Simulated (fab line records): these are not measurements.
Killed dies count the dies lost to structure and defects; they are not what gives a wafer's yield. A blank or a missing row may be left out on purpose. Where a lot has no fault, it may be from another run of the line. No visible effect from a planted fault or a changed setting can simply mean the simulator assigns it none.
A struck lot beside a sound one / flow berkeley cmos170 / 15 steps out of a route of 331
Sound: these wafers, L134.1, L134.3, L134.5. Struck: wafer L147.3. The cause is named last.
At each step with rows: each side's tool, then ch and its chambers, then its first start. Under that, the readings that differ: sound wafers / struck wafers / difference of the means / sigmas: that difference in standard deviations of wafers without a fault.
alike: same words and numbers on both sides, and readings whose means sit less than 2 such deviations apart. not compared: any withheld reading, any reading some wafer has no value for, any bound like >300 that may hide the same value, and any number with overlapping values for which the record gives no deviation.
The two part at a step that has a row with sigmas, a row that says differs or no value, or rows on one side only. Numbers that have no deviation but don't overlap get no sigmas and don't part them. A reading missing from all wafers of one side parts the sides only when that side holds two or more wafers.

first, 2 steps without rows for these wafers: UCB170_GATE_ANNEAL_03 (time 1800 s); UCB170_GATE_CVD_04 (deposits poly-Si from SiH4, time 1440 s, target thk 214 nm).
UCB170_GATE_THK_MEAS_05:
  struck on film metro-02, day 9 12:44; sound on film metro-01, day 7 04:07
  alike: GATE_POLY_THK
then, 6 steps without rows for these wafers: UCB170_GATE_COAT_06; UCB170_GATE_COAT_07 (resist thk 900 nm); UCB170_GATE_SOFTBAKE_08 (time 60 s); UCB170_GATE_EXPOSE_09 (exposes mask POLY, target cd 350 nm); UCB170_GATE_PEB_10; UCB170_GATE_DEVELOP_11 (develop time 45 s).
UCB170_GATE_CD_MEAS_12: target cd 350 nm.
  struck on cd sem-02, day 9 13:40; sound on cd sem-01, day 7 05:35
  alike: cd nm
UCB170_GATE_OVL_MEAS_13:
  struck on overlay-01, day 9 13:45; sound on overlay-01, day 7 05:43
  alike: GATE_OVL
UCB170_GATE_ETCH_14: etches BARC in N2/H2.
  sound on rie diel-03 ch 1,2,3, day 7 05:45; struck on rie diel-03 ch 2, day 9 13:46
  alike: drypump motor current A, oes product au, throttle valve pct
UCB170_GATE_ETCH_15: etches poly-Si in HBr/Cl2, stops on SiO2, time 56.3 s, target depth 278.2 nm.
  sound on rie si-01 ch 1,3, day 7 05:47; struck on rie si-02 ch 3, day 9 13:49
reading=oes product au (a.u.); sound=0.833 0.812 0.823; struck=0.900; difference=+0.077; sigmas=+6
reading=model.KrF_of_GATE_COAT_07.thk nm (nm); sound=776.6 774.5 777.2; struck=788.6; difference=+12.5; sigmas=
  alike: drypump motor current A, mfc cl2 sccm, throttle valve pct
  not compared: rf hours counter h
UCB170_GATE_STRIP_16: strips in O2.
  sound on plasma asher-03 ch 1, day 7 05:50; struck on plasma asher-04 ch 1, day 9 13:54
  alike: drypump motor current A, oes product au
  not compared: rf hours counter h
UCB170_M3_PROBE_99:
  sound wafers here have rows in the record (prober-02, day 9 07:20); struck ones have none

## WHERE THEY PART
First at UCB170_GATE_ETCH_15; last, within this record, at UCB170_M3_PROBE_99.

WHY: what had been put in by the simulator
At UCB170_GATE_ETCH_15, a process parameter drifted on rie si-02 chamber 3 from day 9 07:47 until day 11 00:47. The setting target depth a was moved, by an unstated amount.
